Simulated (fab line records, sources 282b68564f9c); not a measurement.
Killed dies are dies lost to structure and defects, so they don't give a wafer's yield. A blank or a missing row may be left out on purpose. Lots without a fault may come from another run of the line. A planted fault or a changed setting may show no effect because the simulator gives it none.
fab line records | flow rit_cmos
record lots=5 wafers=15 last_day=7
route steps=202 shown PWELL@48 WELLDRIVE@50 NWELL@51 NRETRO@53 PRETRO@64 GATE@75 FOX2@80
lots that met no fault: from a run of the same line without faults
start_h: hours from the record's first day to the start of the lot's first wafer shown | wait_h: hours since the lot's step before | " the same as in the row above | L1.1+2: a row that stands for several wafers | - no value, or no start given | * or withheld: withheld | < > ~ a bound
route shown NAME@n: a module of which the file shows steps, and the number in the route of the first | usual: mean/standard deviation of fault-free wafers | same: alike in all rows | chamber/n: place in a boat | sites: the reading at each site | _std_site: their standard deviation | _edge_site: outer sites' mean less inner sites' | radius_mm: how far each site lies from the wafer's centre | mask NAME#n: copy n | behind: the tool/chamber that last shaped the wafer | hold: why the lot was held/for how many hours/how that ended | device: the transistor (n, p or np) that didn't switch | end of line: the same wafers' tests at the end of the route | a step without rows: its recipe alone | killed: dies lost to structure and defects at the first sort, not the wafer's yield | map: a wafer's dies, x killed, . not, _ none there
set.NAME: the setting as run; set.NAME@STEP: as run at that earlier step | model.NAME: the simulator's own value behind a step, which no gauge read
lots at some steps of the route; a table a step, a row a wafer
services: from which hour (start_h, from the record's first day; less than 0 if before it) a tool's chamber was out of use, for how many hours, and why
## steps
# step RIT_PWELL_STRIP_09
# recipe chemistry=O2 time_s=180 resist=NOVOLAK platen_temp_c=withheld power_w=500 pressure_mtorr=4000 o2_flow_sccm=4000
# usual drypump_motor_current_A=5.8/0.49
# columns lot.wafer tool chamber start_h wait_h drypump_motor_current_A rf_hours_counter_h
L078.2 plasma_asher-02 1 43.05 0.1 6.3 41
L078.4 " 0 " " 6.6 -
L078.5 " 1 " " 6.3 -
L082.2 plasma_asher-01 1 67.97 0.1 5.5 45
L082.3 " 1 " " 5.5 -
L082.4 " 0 " " 5.8 -
L092.1 plasma_asher-01 0 127.61 0.1 5.8 1
L092.2 " 1 " " 5.5 1
L092.4 " 0 " " 5.8 -
L093.1 plasma_asher-01 0 129.83 0.1 5.8 1
L093.2 " 1 " " 5.5 1
L093.3 " 1 " " 5.5 -
L095.1 plasma_asher-01 1 130.09 0.1 5.5 1
L095.3 " 1 " " 5.5 -
L095.5 " 0 " " 5.8 -
# step RIT_PWELL_TW_MEAS_10
# usual PWELL_TW=948/8.5
# columns lot.wafer tool chamber start_h wait_h PWELL_TW
L078.2 film_metro-04 - 43.23 0.1 943
L078.4 " - " " 950
L078.5 " - " " 943
L082.2 film_metro-01 - 68.15 0.1 957
L082.3 " - " " 949
L082.4 " - " " 948
L092.1 film_metro-04 - 127.79 0.1 940
L092.2 " - " " 935
L092.4 " - " " 937
L093.1 film_metro-04 - 130.01 0.1 944
L093.2 " - " " 938
L093.3 " - " " 938
L095.1 film_metro-03 - 130.27 0.1 960
L095.3 " - " " 962
L095.5 " - " " 958
# step RIT_WELLDRIVE_ANNEAL_00
# recipe temp_c=1100 time_s=14700 ambient=N2
# usual tube_center_temp_C=1100/0.098
# columns lot.wafer tool chamber start_h wait_h tube_center_temp_C
L078.2 furnace-03 0 43.87 0.6 1099.9
L078.4 " 0 " " 1100
L078.5 " 0 " " 1100.1
L082.2 furnace-03 0 68.83 0.7 1099.8
L082.3 " 0 " " 1100.1
L082.4 " 0 " " 1100.1
L092.1 furnace-01 0 128.02 0.2 1099.9
L092.2 " 0 " " 1100.2
L092.4 " 0 " " 1099.9
L093.1 furnace-03 0 131.18 1.2 1100
L093.2 " 0 " " 1100.1
L093.3 " 0 " " 1100
L095.1 furnace-03 0 131.18 0.9 1100.2
L095.3 " 0 " " 1100.1
L095.5 " 0 " " 1100
# step RIT_WELLDRIVE_RS_MEAS_01
# recipe thk_meas_gauge=four-point-probe
# usual NWELL_RS=277.8/0.8
# columns lot.wafer tool chamber start_h wait_h NWELL_RS[ohm/sq]
L078.2 film_metro-01 - 48.97 0.0 277.9
L078.4 " - " " 278.2
L078.5 " - " " 277.9
L082.2 film_metro-01 - 73.93 0.0 278.3
L082.3 " - " " 277.6
L082.4 " - " " 278.2
L092.1 film_metro-03 - 133.10 0.0 277.1
L092.2 " - " " 276.8
L092.4 " - " " 277.3
L093.1 film_metro-01 - 136.27 0.0 278.4
L093.2 " - " " 278.6
L093.3 " - " " 278.7
L095.1 film_metro-04 - 136.27 0.0 277.2
L095.3 " - " " 277.3
L095.5 " - " " 277.5
# step RIT_WELLDRIVE_RS_MEAS_02
# recipe thk_meas_gauge=four-point-probe
# usual PWELL_RS=429.7/1.5
# columns lot.wafer tool chamber start_h wait_h PWELL_RS[ohm/sq]
L078.2 film_metro-01 - 49.09 0.1 428.3
L078.4 " - " " 429.5
L078.5 " - " " 428.2
L082.2 film_metro-01 - 74.05 0.1 431.2
L082.3 " - " " 430.3
L082.4 " - " " 431.3
L092.1 film_metro-03 - 133.22 0.1 428.4
L092.2 " - " " 430.2
L092.4 " - " " 430.6
L093.1 film_metro-01 - 136.39 0.1 430.6
L093.2 " - " " 430.8
L093.3 " - " " 430.4
L095.1 film_metro-04 - 136.39 0.1 426.7
L095.3 " - " " 426.9
L095.5 " - " " 427.8
# step RIT_NRETRO_HMDS_00
# recipe prime_time_s=60 prime_temp_c=140
# columns lot.wafer tool chamber start_h wait_h
L078.2+4+5 litho_track-01 0 49.21 0.1
L082.2+3+4 litho_track-03 0 74.18 0.1
L092.1+2+4 litho_track-02 0 133.34 0.1
L095.1+3+5 litho_track-01 0 136.51 0.1
L093.1+2+3 litho_track-03 0 136.76 0.4
# step RIT_NRETRO_COAT_01
# recipe resist=NOVOLAK spin_rpm=2000 resist_thk_nm=1300
# columns lot.wafer tool chamber start_h wait_h
L078.2+4+5 litho_track-01 0 49.36 0.1
L082.2+3+4 litho_track-03 0 74.33 0.1
L092.1+2+4 litho_track-02 0 133.49 0.1
L095.1+3+5 litho_track-01 0 136.66 0.1
L093.1+2+3 litho_track-03 0 136.91 0.1
# step RIT_NRETRO_SOFTBAKE_02
# recipe resist=NOVOLAK temp_c=90 time_s=60
# usual plate_temp_C=89.99/0.12
# columns lot.wafer tool chamber start_h wait_h plate_temp_C
L078.2 litho_track-01 0 49.51 0.1 89.90
L078.4 " 0 " " 89.81
L078.5 " 0 " " 89.94
L082.2 litho_track-03 0 74.48 0.1 89.93
L082.3 " 0 " " 89.85
L082.4 " 0 " " 90.21
L092.1 litho_track-02 0 133.64 0.1 89.98
L092.2 " 0 " " 89.82
L092.4 " 0 " " 90.21
L095.1 litho_track-01 0 136.81 0.1 89.93
L095.3 " 0 " " 89.88
L095.5 " 0 " " 90.04
L093.1 litho_track-03 0 137.06 0.1 89.93
L093.2 " 0 " " 90.03
L093.3 " 0 " " 89.99
# step RIT_NRETRO_EXPOSE_03
# recipe mask_id=M4 na=0.57 target_cd_nm=43900 dose_mj=250
# same na=0.57
# columns lot.wafer tool chamber start_h wait_h mask
L078.2+4+5 iline_stepper-02 0 49.66 0.1 M4#0
L082.2+3+4 iline_stepper-01 0 74.75 0.2 M4#0
L092.1+2+4 iline_stepper-01 0 133.91 0.2 M4#0
L095.1+3+5 iline_stepper-01 0 137.07 0.2 M4#0
L093.1+2+3 iline_stepper-01 0 137.21 0.1 M4#0
# step RIT_NRETRO_PEB_04
# recipe resist=NOVOLAK temp_c=withheld time_s=withheld
# columns lot.wafer tool chamber start_h wait_h
L078.2+4+5 litho_track-01 0 49.78 0.1
L082.2+3+4 litho_track-01 0 74.87 0.1
L092.1+2+4 litho_track-01 0 134.03 0.1
L095.1+3+5 litho_track-02 0 137.52 0.4
L093.1+2+3 litho_track-01 0 137.72 0.5
# step RIT_NRETRO_DEVELOP_05
# recipe resist=NOVOLAK develop_time_s=68 dev_temp_c=23
# columns lot.wafer tool chamber start_h wait_h
L078.2+4+5 litho_track-01 0 - -
L082.2+3+4 litho_track-01 0 - -
L092.1+2+4 litho_track-01 0 - -
L095.1+3+5 litho_track-02 0 - -
L093.1+2+3 litho_track-01 0 - -
# step RIT_NRETRO_OVL_MEAS_06
# usual NRETRO_OVL=0.2/1.2
# columns lot.wafer tool chamber start_h wait_h NRETRO_OVL[nm]
L078.2 overlay-01 - 50.08 - -0.1
L078.4 " - " " -0.1
L078.5 " - " " 0.7
L082.2 overlay-01 - 75.16 - -2.6
L082.3 " - " " -2.1
L082.4 " - " " -0.8
L092.1 overlay-02 - 134.34 - -0.1
L092.2 " - " " -0.1
L092.4 " - " " -0.8
L095.1 overlay-02 - 137.84 - 0.9
L095.3 " - " " 2.6
L095.5 " - " " 0.4
L093.1 overlay-01 - 138.03 - 1.2
L093.2 " - " " 0.8
L093.3 " - " " 2.7
# step RIT_NRETRO_HARDBAKE_07
# recipe resist=NOVOLAK temp_c=140 time_s=120
# usual plate_temp_C=139.99/0.16
# columns lot.wafer tool chamber start_h wait_h plate_temp_C
L078.2 litho_track-01 0 50.15 0.1 139.95
L078.4 " 0 " " 139.96
L078.5 " 0 " " 140.00
L082.2 litho_track-03 0 75.24 0.1 139.70
L082.3 " 0 " " 139.69
L082.4 " 0 " " 139.84
L092.1 litho_track-03 0 134.38 0.0 139.75
L092.2 " 0 " " 139.77
L092.4 " 0 " " 139.82
L095.1 litho_track-01 0 138.18 0.3 140.19
L095.3 " 0 " " 139.93
L095.5 " 0 " " 140.32
L093.1 litho_track-02 0 138.24 0.2 140.10
L093.2 " 0 " " 140.13
L093.3 " 0 " " 140.08
# step RIT_NRETRO_IMPLANT_08
# recipe species=P energy_kev=70 dose_cm2=1e+13 tilt_deg=6.656
# columns lot.wafer tool chamber start_h wait_h
L078.2+4+5 implanter-04 0 50.38 0.2
L082.2+3+4 implanter-03 0 75.47 0.2
L092.1+2+4 implanter-04 0 134.63 0.2
L095.1+3+5 implanter-01 0 138.43 0.2
L093.1+2+3 implanter-03 0 138.49 0.2
# step RIT_NRETRO_STRIP_09
# recipe chemistry=O2 time_s=180 resist=NOVOLAK platen_temp_c=withheld power_w=500 pressure_mtorr=4000 o2_flow_sccm=4000
# usual drypump_motor_current_A=6.1/0.54
# columns lot.wafer tool chamber start_h wait_h drypump_motor_current_A rf_hours_counter_h
L078.2 plasma_asher-02 0 50.51 0.1 6.6 42
L078.4 " 0 " " 6.6 -
L078.5 " 1 " " 6.3 -
L082.2 plasma_asher-02 0 75.59 0.1 6.6 45
L082.3 " 0 " " 6.6 -
L082.4 " 1 " " 6.3 -
L092.1 plasma_asher-02 1 134.78 0.1 6.3 50
L092.2 " 0 " " 6.5 50
L092.4 " 1 " " 6.3 -
L095.1 plasma_asher-04 1 138.58 0.1 5.2 46
L095.3 " 0 " " 5.3 -
L095.5 " 0 " " 5.3 -
L093.1 plasma_asher-03 0 138.64 0.1 6.0 31
L093.2 " 1 " " 6.4 31
L093.3 " 1 " " 6.5 -
# step RIT_NRETRO_TW_MEAS_10
# usual NRETRO_TW=1046/5.6
# columns lot.wafer tool chamber start_h wait_h NRETRO_TW
L078.2 film_metro-04 - 50.69 0.1 1042
L078.4 " - " " 1049
L078.5 " - " " 1045
L082.2 film_metro-01 - 75.78 0.1 1047
L082.3 " - " " 1050
L082.4 " - " " 1054
L092.1 film_metro-02 - 134.96 0.1 1049
L092.2 " - " " 1055
L092.4 " - " " 1045
L095.1 film_metro-02 - 138.76 0.1 1050
L095.3 " - " " 1052
L095.5 " - " " 1053
L093.1 film_metro-04 - 138.81 0.1 1040
L093.2 " - " " 1046
L093.3 " - " " 1040
# step RIT_PRETRO_HMDS_00
# recipe prime_time_s=60 prime_temp_c=140
# columns lot.wafer tool chamber start_h wait_h
L078.2+4+5 litho_track-02 0 50.83 0.1
L082.2+3+4 litho_track-03 0 75.85 0.1
L092.1+2+4 litho_track-02 0 135.02 0.1
L095.1+3+5 litho_track-02 0 138.94 0.2
L093.1+2+3 litho_track-04 0 139.03 0.2
# step RIT_PRETRO_COAT_01
# recipe resist=NOVOLAK spin_rpm=2000 resist_thk_nm=1300
# columns lot.wafer tool chamber start_h wait_h
L078.2+4+5 litho_track-02 0 50.98 0.1
L082.2+3+4 litho_track-03 0 76.00 0.1
L092.1+2+4 litho_track-02 0 135.17 0.1
L095.1+3+5 litho_track-02 0 139.09 0.1
L093.1+2+3 litho_track-04 0 139.18 0.1
# step RIT_PRETRO_SOFTBAKE_02
# recipe resist=NOVOLAK temp_c=90 time_s=60
# usual plate_temp_C=90.01/0.12
# columns lot.wafer tool chamber start_h wait_h plate_temp_C
L078.2 litho_track-02 0 51.13 0.1 89.78
L078.4 " 0 " " 89.81
L078.5 " 0 " " 89.80
L082.2 litho_track-03 0 76.15 0.1 90.20
L082.3 " 0 " " 90.04
L082.4 " 0 " " 90.09
L092.1 litho_track-02 0 135.32 0.1 89.95
L092.2 " 0 " " 90.06
L092.4 " 0 " " 90.13
L095.1 litho_track-02 0 139.24 0.1 89.95
L095.3 " 0 " " 90.13
L095.5 " 0 " " 90.19
L093.1 litho_track-04 0 139.33 0.1 89.83
L093.2 " 0 " " 90.22
L093.3 " 0 " " 90.02
# step RIT_PRETRO_EXPOSE_03
# recipe mask_id=M5 na=0.57 target_cd_nm=43700 dose_mj=250
# same na=0.57
# columns lot.wafer tool chamber start_h wait_h mask
L078.2+4+5 iline_stepper-02 0 51.27 0.1 M5#0
L082.2+3+4 iline_stepper-02 0 76.42 0.2 M5#0
L092.1+2+4 iline_stepper-01 0 135.59 0.2 M5#0
L095.1+3+5 iline_stepper-02 0 139.54 0.3 M5#0
L093.1+2+3 iline_stepper-01 0 139.79 0.4 M5#0
# step RIT_PRETRO_PEB_04
# recipe resist=NOVOLAK temp_c=withheld time_s=withheld
# columns lot.wafer tool chamber start_h wait_h
L078.2+4+5 litho_track-02 0 51.39 0.1
L082.2+3+4 litho_track-04 0 76.55 0.1
L092.1+2+4 litho_track-04 0 135.71 0.1
L095.1+3+5 litho_track-04 0 139.93 0.4
L093.1+2+3 litho_track-04 0 140.25 0.4
# step RIT_PRETRO_DEVELOP_05
# recipe resist=NOVOLAK develop_time_s=68 dev_temp_c=23
# columns lot.wafer tool chamber start_h wait_h
L078.2+4+5 litho_track-02 0 - -
L082.2+3+4 litho_track-04 0 - -
L092.1+2+4 litho_track-04 0 - -
L095.1+3+5 litho_track-04 0 - -
L093.1+2+3 litho_track-04 0 - -
# step RIT_PRETRO_OVL_MEAS_06
# usual PRETRO_OVL=-0.7/1.5
# columns lot.wafer tool chamber start_h wait_h PRETRO_OVL[nm]
L078.2 overlay-02 - 51.69 - -1.3
L078.4 " - " " -0.6
L078.5 " - " " -1.2
L082.2 overlay-02 - 76.84 - -2.3
L082.3 " - " " -1.9
L082.4 " - " " -1.5
L092.1 overlay-01 - 136.02 - -0.6
L092.2 " - " " -2.5
L092.4 " - " " -2.3
L095.1 overlay-02 - 140.25 - -0.8
L095.3 " - " " -0.6
L095.5 " - " " -2.6
L093.1 overlay-01 - 140.56 - 0.2
L093.2 " - " " 1.6
L093.3 " - " " 1.6
# step RIT_PRETRO_HARDBAKE_07
# recipe resist=NOVOLAK temp_c=140 time_s=120
# usual plate_temp_C=140.04/0.14
# columns lot.wafer tool chamber start_h wait_h plate_temp_C
L078.2 litho_track-04 0 51.76 0.1 140.15
L078.4 " 0 " " 140.48
L078.5 " 0 " " 140.06
L082.2 litho_track-03 0 76.91 0.1 140.29
L082.3 " 0 " " 140.07
L082.4 " 0 " " 140.36
L092.1 litho_track-03 0 136.06 0.0 140.06
L092.2 " 0 " " 140.12
L092.4 " 0 " " 140.11
L095.1 litho_track-02 0 140.75 0.5 139.85
L095.3 " 0 " " 140.03
L095.5 " 0 " " 140.12
L093.1 litho_track-02 0 141.00 0.4 140.18
L093.2 " 0 " " 140.26
L093.3 " 0 " " 140.15
# step RIT_PRETRO_IMPLANT_08
# recipe species=B energy_kev=45 dose_cm2=1.2e+13 tilt_deg=7
# columns lot.wafer tool chamber start_h wait_h
L078.2+4+5 implanter-02 0 51.99 0.2
L082.2+3+4 implanter-01 0 77.15 0.2
L092.1+2+4 implanter-03 0 136.31 0.2
L095.1+3+5 implanter-02 0 141.00 0.2
L093.1+2+3 implanter-01 0 141.25 0.2
# step RIT_PRETRO_STRIP_09
# recipe chemistry=O2 time_s=180 resist=NOVOLAK platen_temp_c=withheld power_w=500 pressure_mtorr=4000 o2_flow_sccm=4000
# usual drypump_motor_current_A=5.6/0.46
# columns lot.wafer tool chamber start_h wait_h drypump_motor_current_A rf_hours_counter_h
L078.2 plasma_asher-04 1 52.12 0.1 5.1 36
L078.4 " 0 " " 5.2 -
L078.5 " 0 " " 5.2 -
L082.2 plasma_asher-04 0 77.27 0.1 5.3 40
L082.3 " 1 " " 5.2 -
L082.4 " 0 " " 5.3 -
L092.1 plasma_asher-01 0 136.46 0.1 5.8 2
L092.2 " 1 " " 5.5 2
L092.4 " 0 " " 5.8 -
L095.1 plasma_asher-03 0 141.15 0.1 6.0 31
L095.3 " 1 " " 6.4 -
L095.5 " 0 " " 6.0 -
L093.1 plasma_asher-04 1 141.40 0.1 5.2 46
L093.2 " 0 " " 5.3 46
L093.3 " 0 " " 5.3 -
# step RIT_PRETRO_TW_MEAS_10
# usual PRETRO_TW=477/4.6
# columns lot.wafer tool chamber start_h wait_h PRETRO_TW
L078.2 film_metro-03 - 52.30 0.1 483
L078.4 " - " " 480
L078.5 " - " " 481
L082.2 film_metro-04 - 77.46 0.1 473
L082.3 " - " " 472
L082.4 " - " " 471
L092.1 film_metro-04 - 136.63 0.1 469
L092.2 " - " " 466
L092.4 " - " " 467
L095.1 film_metro-03 - 141.32 0.1 482
L095.3 " - " " 478
L095.5 " - " " 478
L093.1 film_metro-02 - 141.57 0.1 480
L093.2 " - " " 477
L093.3 " - " " 480
# step RIT_GATE_WET_ETCH_00
# recipe chemistry=BOE target=SiO2 target_depth_nm=56 time_s=60 dry=n2_spin dilution=10:1 temp_c=21.5
# columns lot.wafer tool chamber start_h wait_h
L078.2+4+5 wet_bench-03 1 52.35 0.0
L082.2+3+4 wet_bench-01 3 77.51 0.0
L092.1+2+4 wet_bench-02 1 136.69 0.1
L095.1+3+5 wet_bench-01 1 141.38 0.1
L093.1+2+3 wet_bench-02 2 141.63 0.1
# step RIT_GATE_CLEAN_01
# recipe chemistry=SC1 mix=3:3:50 time_s=607.7 temp_c=75
# columns lot.wafer tool chamber start_h wait_h
L078.2+4+5 wet_bench-01 0 52.38 0.0
L082.2+3+4 wet_bench-03 0 77.53 0.0
L092.1+2+4 wet_bench-03 1 136.72 0.0
L095.1+3+5 wet_bench-02 0 141.41 0.0
L093.1+2+3 wet_bench-03 3 141.66 0.0
# step RIT_GATE_CLEAN_02
# recipe chemistry=dHF dilution=50:1 time_s=30
# columns lot.wafer tool chamber start_h wait_h
L078.2+4+5 wet_bench-03 0 52.55 0.0
L082.2+3+4 wet_bench-01 3 77.71 0.0
L092.1+2+4 wet_bench-02 1 136.89 0.0
L095.1+3+5 wet_bench-03 3 141.58 0.0
L093.1+2+3 wet_bench-01 3 141.83 0.0
# step RIT_GATE_CLEAN_03
# recipe chemistry=SC2 mix=3:3:50 time_s=600 temp_c=75 dry=n2_spin
# columns lot.wafer tool chamber start_h wait_h
L078.2+4+5 wet_bench-02 3 52.57 0.0
L082.2+3+4 wet_bench-02 1 77.72 0.0
L092.1+2+4 wet_bench-01 0 136.91 0.0
L095.1+3+5 wet_bench-01 0 141.60 0.0
L093.1+2+3 wet_bench-01 0 141.85 0.0
# step RIT_GATE_CLEAN_04
# recipe chemistry=dHF dilution=50:1 time_s=60 dry=n2_spin
# columns lot.wafer tool chamber start_h wait_h
L078.2+4+5 wet_bench-01 0 52.74 0.0
L082.2+3+4 wet_bench-03 3 77.90 0.0
L092.1+2+4 wet_bench-03 3 137.08 0.0
L095.1+3+5 wet_bench-01 3 141.78 0.0
L093.1+2+3 wet_bench-03 1 142.03 0.0
# step RIT_FOX2_THK_MEAS_91
# recipe reads=SiO2_of_FOX2_OXIDATION_00
# usual FIELD_OXIDE_LEFT_2_THK=250/6.2
# columns lot.wafer tool chamber start_h wait_h FIELD_OXIDE_LEFT_2_THK[nm]
L078.2 film_metro-02 - 52.78 0.0 246
L078.4 " - " " 252
L078.5 " - " " 249
L082.2 film_metro-01 - 77.93 0.0 247
L082.3 " - " " 252
L082.4 " - " " 248
L092.1 film_metro-03 - 137.11 0.0 257
L092.2 " - " " 251
L092.4 " - " " 253
L095.1 film_metro-03 - 141.80 0.0 248
L095.3 " - " " 252
L095.5 " - " " 251
L093.1 film_metro-01 - 142.05 0.0 251
L093.2 " - " " 249
L093.3 " - " " 250
# step RIT_GATE_OXIDATION_05
# recipe temp_c=900 ambient=O2 target_thk_a=30 ox_time_s=270
# usual tube_center_temp_C=900/0.079
# columns lot.wafer tool chamber start_h wait_h tube_center_temp_C
L078.2 furnace-01 0 52.83 0.0 900
L078.4 " 0 " " 900.06
L078.5 " 0 " " 899.91
L082.2 furnace-04 0 79.27 1.3 900.12
L082.3 " 0 " " 899.91
L082.4 " 0 " " 899.96
L092.1 furnace-03 0 137.17 0.1 899.84
L092.2 " 0 " " 899.92
L092.4 " 0 " " 900.03
L095.1 furnace-03 0 142.05 0.2 899.95
L095.3 " 0 " " 900.04
L095.5 " 0 " " 900.14
L093.1 furnace-03 0 144.44 2.4 900.08
L093.2 " 0 " " 900.09
L093.3 " 0 " " 899.92
# step RIT_GATE_ANNEAL_06
# recipe temp_c=900 time_s=600 ambient=N2O
# usual tube_center_temp_C=900/0.08
# columns lot.wafer tool chamber start_h wait_h tube_center_temp_C
L078.2 furnace-01 0 55.22 1.3 900.05
L078.4 " 0 " " 900.02
L078.5 " 0 " " 900.01
L082.2 furnace-03 0 81.62 1.3 899.85
L082.3 " 0 " " 899.97
L082.4 " 0 " " 900.08
L092.1 furnace-01 0 138.24 0.0 900.12
L092.2 " 0 " " 900.04
L092.4 " 0 " " 900.01
L093.1 furnace-04 0 146.81 1.3 900.02
L093.2 " 0 " " 899.9
L093.3 " 0 " " 900.17
L095.1 furnace-04 0 146.81 3.7 900.11
L095.3 " 0 " " 900.12
L095.5 " 0 " " 899.92
# step RIT_GATE_THK_MEAS_07
# recipe reads=SiO2_of_GATE_OXIDATION_05
# usual GATE_OXIDE_THK=2.98/0.061
# columns lot.wafer tool chamber start_h wait_h GATE_OXIDE_THK[nm]
L078.2 film_metro-01 - 55.48 0.0 2.95
L078.4 " - " " 2.96
L078.5 " - " " 3.01
L082.2 film_metro-01 - 81.88 0.0 2.85
L082.3 " - " " 2.96
L082.4 " - " " 3.02
L092.1 film_metro-01 - 138.49 0.0 3.00
L092.2 " - " " 2.98
L092.4 " - " " 3.02
L095.1 film_metro-03 - 147.06 0.0 3.04
L095.3 " - " " 3.13
L095.5 " - " " 3.01
L093.1 film_metro-02 - 147.12 0.1 2.91
L093.2 " - " " 2.96
L093.3 " - " " 2.93
# step RIT_GATE_CVD_08
# recipe material=poly-Si target_thk_nm=250 temp_c=610 precursor=SiH4 time_s=2220 pressure_mtorr=300 sih4_flow_sccm=100
# columns lot.wafer tool chamber start_h wait_h
L078.2+4+5 lpcvd-02 1 55.53 0.0
L082.2+3+4 lpcvd-01 0 81.93 0.0
L092.1+2+4 lpcvd-02 1 138.55 0.1
L095.1+3+5 lpcvd-02 1 147.12 0.1
L093.1+2+3 lpcvd-01 1 147.18 0.1
# step RIT_GATE_THK_MEAS_09
# recipe reads=poly-Si_of_GATE_CVD_08
# usual GATE_POLY_THK=248.7/1.7
# columns lot.wafer tool chamber start_h wait_h GATE_POLY_THK[nm]
L078.2 film_metro-01 - 57.15 0.0 251.3
L078.4 " - " " 250.4
L078.5 " - " " 249.0
L082.2 film_metro-02 - 83.56 0.0 246.6
L082.3 " - " " 246.6
L082.4 " - " " 244.3
L092.1 film_metro-02 - 140.17 0.0 254.8
L092.2 " - " " 252.2
L092.4 " - " " 251.6
L095.1 film_metro-02 - 148.74 0.0 249.0
L095.3 " - " " 248.5
L095.5 " - " " 250.1
L093.1 film_metro-01 - 148.80 0.0 249.0
L093.2 " - " " 249.0
L093.3 " - " " 250.2
# step RIT_GATE_HMDS_10
# recipe prime_time_s=60 prime_temp_c=140
# columns lot.wafer tool chamber start_h wait_h
L078.2+4+5 litho_track-01 0 57.27 0.1
L082.2+3+4 litho_track-03 0 83.64 0.1
L092.1+2+4 litho_track-03 0 140.62 0.4
L095.1+3+5 litho_track-04 0 148.98 0.2
L093.1+2+3 litho_track-03 0 149.18 0.4
# step RIT_GATE_COAT_11
# recipe resist=NOVOLAK spin_rpm=4250 resist_thk_nm=850
# columns lot.wafer tool chamber start_h wait_h
L078.2+4+5 litho_track-01 0 57.42 0.1
L082.2+3+4 litho_track-03 0 83.79 0.1
L092.1+2+4 litho_track-03 0 140.77 0.1
L095.1+3+5 litho_track-04 0 149.13 0.1
L093.1+2+3 litho_track-03 0 149.33 0.1
# step RIT_GATE_SOFTBAKE_12
# recipe resist=NOVOLAK temp_c=90 time_s=58.07
# usual plate_temp_C=90.00/0.13
# columns lot.wafer tool chamber start_h wait_h plate_temp_C
L078.2 litho_track-01 0 57.57 0.1 90.09
L078.4 " 0 " " 90.02
L078.5 " 0 " " 90.11
L082.2 litho_track-03 0 83.94 0.1 90.07
L082.3 " 0 " " 89.98
L082.4 " 0 " " 89.88
L092.1 litho_track-03 0 140.92 0.1 89.90
L092.2 " 0 " " 89.93
L092.4 " 0 " " 90.08
L095.1 litho_track-04 0 149.28 0.1 89.72
L095.3 " 0 " " 89.91
L095.5 " 0 " " 89.89
L093.1 litho_track-03 0 149.48 0.1 90.10
L093.2 " 0 " " 90.12
L093.3 " 0 " " 90.14
# step RIT_GATE_EXPOSE_13
# recipe mask_id=M6 na=0.6 source_shape=conventional sigma_outer=0.6 target_cd_nm=150 dose_mj=380
# same na=0.6 sigma_outer=0.6
# columns lot.wafer tool chamber start_h wait_h mask
L078.2+4+5 iline_stepper-02 0 57.71 0.1 M6#0
L082.2+3+4 iline_stepper-01 0 84.21 0.2 M6#0
L092.1+2+4 iline_stepper-02 0 141.07 0.1 M6#0
L095.1+3+5 iline_stepper-02 0 149.61 0.3 M6#0
L093.1+2+3 iline_stepper-01 0 149.86 0.4 M6#0
# step RIT_GATE_PEB_14
# recipe resist=NOVOLAK temp_c=withheld time_s=withheld
# columns lot.wafer tool chamber start_h wait_h
L078.2+4+5 litho_track-04 0 57.83 0.1
L082.2+3+4 litho_track-03 0 84.33 0.1
L092.1+2+4 litho_track-04 0 141.34 0.3
L095.1+3+5 litho_track-03 0 149.73 0.1
L093.1+2+3 litho_track-01 0 149.97 0.1
# step RIT_GATE_DEVELOP_15
# recipe resist=NOVOLAK develop_time_s=50 dev_temp_c=23
# columns lot.wafer tool chamber start_h wait_h
L078.2+4+5 litho_track-04 0 - -
L082.2+3+4 litho_track-03 0 - -
L092.1+2+4 litho_track-04 0 - -
L095.1+3+5 litho_track-03 0 - -
L093.1+2+3 litho_track-01 0 - -
# step RIT_GATE_CD_MEAS_16
# recipe target_cd_nm=150
# usual cd_nm=151.1/2.1
# columns lot.wafer tool chamber start_h wait_h cd_nm
L078.2 cd_sem-01 - 58.11 - 152.6
L078.4 " - " " 152.2
L078.5 " - " " 149.9
L082.2 cd_sem-02 - 84.61 - 150.6
L082.3 " - " " 153.5
L082.4 " - " " 151.7
L092.1 cd_sem-01 - 141.63 - 148.1
L092.2 " - " " 150.1
L092.4 " - " " 151.2
L095.1 cd_sem-02 - 150.01 - 153.0
L095.3 " - " " 150.8
L095.5 " - " " 151.3
L093.1 cd_sem-01 - 150.26 - 153.8
L093.2 " - " " 153.7
L093.3 " - " " 151.1
# step RIT_GATE_OVL_MEAS_17
# usual GATE_OVL=-0.3/1.4
# columns lot.wafer tool chamber start_h wait_h GATE_OVL[nm]
L078.2 overlay-02 - 58.22 0.1 0.0
L078.4 " - " " 1.8
L078.5 " - " " 1.0
L082.2 overlay-02 - 84.71 0.1 -2.1
L082.3 " - " " -1.6
L082.4 " - " " -2.8
L092.1 overlay-01 - 141.75 0.1 -0.8
L092.2 " - " " -0.2
L092.4 " - " " -0.1
L095.1 overlay-01 - 150.13 0.1 -1.3
L095.3 " - " " -0.3
L095.5 " - " " -0.9
L093.1 overlay-02 - 150.38 0.1 1.5
L093.2 " - " " 1.1
L093.3 " - " " 0.3
# step RIT_GATE_HARDBAKE_18
# recipe resist=NOVOLAK temp_c=140 time_s=60
# usual plate_temp_C=140.00/0.13
# columns lot.wafer tool chamber start_h wait_h plate_temp_C
L078.2 litho_track-04 0 58.27 0.0 140.12
L078.4 " 0 " " 139.82
L078.5 " 0 " " 139.79
L082.2 litho_track-03 0 84.89 0.2 139.97
L082.3 " 0 " " 139.83
L082.4 " 0 " " 139.97
L092.1 litho_track-04 0 141.78 0.0 140.07
L092.2 " 0 " " 140.21
L092.4 " 0 " " 140.15
L095.1 litho_track-01 0 150.26 0.1 140.05
L095.3 " 0 " " 140.22
L095.5 " 0 " " 139.99
L093.1 litho_track-01 0 150.41 0.0 140.00
L093.2 " 0 " " 139.93
L093.3 " 0 " " 139.94
## services
# columns tool chamber start_h hours kind
implanter-02 - 23.24 5.7 repair
implanter-03 - 24.10 7.5 repair
furnace-01 - 27.86 3.0 pm
plasma_asher-02 - 39.68 0.8 repair
plasma_asher-03 - 42.53 45.4 repair
implanter-03 - 45.38 2.2 pm
furnace-04 - 56.27 3.0 pm
iline_stepper-01 - 57.30 1.7 pm
implanter-04 - 64.56 4.2 pm
implanter-02 - 79.35 15.3 pm
plasma_asher-01 - 108.75 9.0 pm
plasma_asher-01 0 108.75 9.0 vent_cycle
plasma_asher-01 1 108.75 9.0 vent_cycle
plasma_asher-02 - 111.76 0.5 repair
implanter-01 - 114.23 5.9 pm
furnace-03 - 115.05 3.4 pm
plasma_asher-01 0 117.75 - clean
plasma_asher-01 1 117.75 - clean
implanter-04 - 126.57 2.0 repair
plasma_asher-02 - 127.91 2.8 pm
implanter-03 - 147.97 4.3 pm
## key
fault none
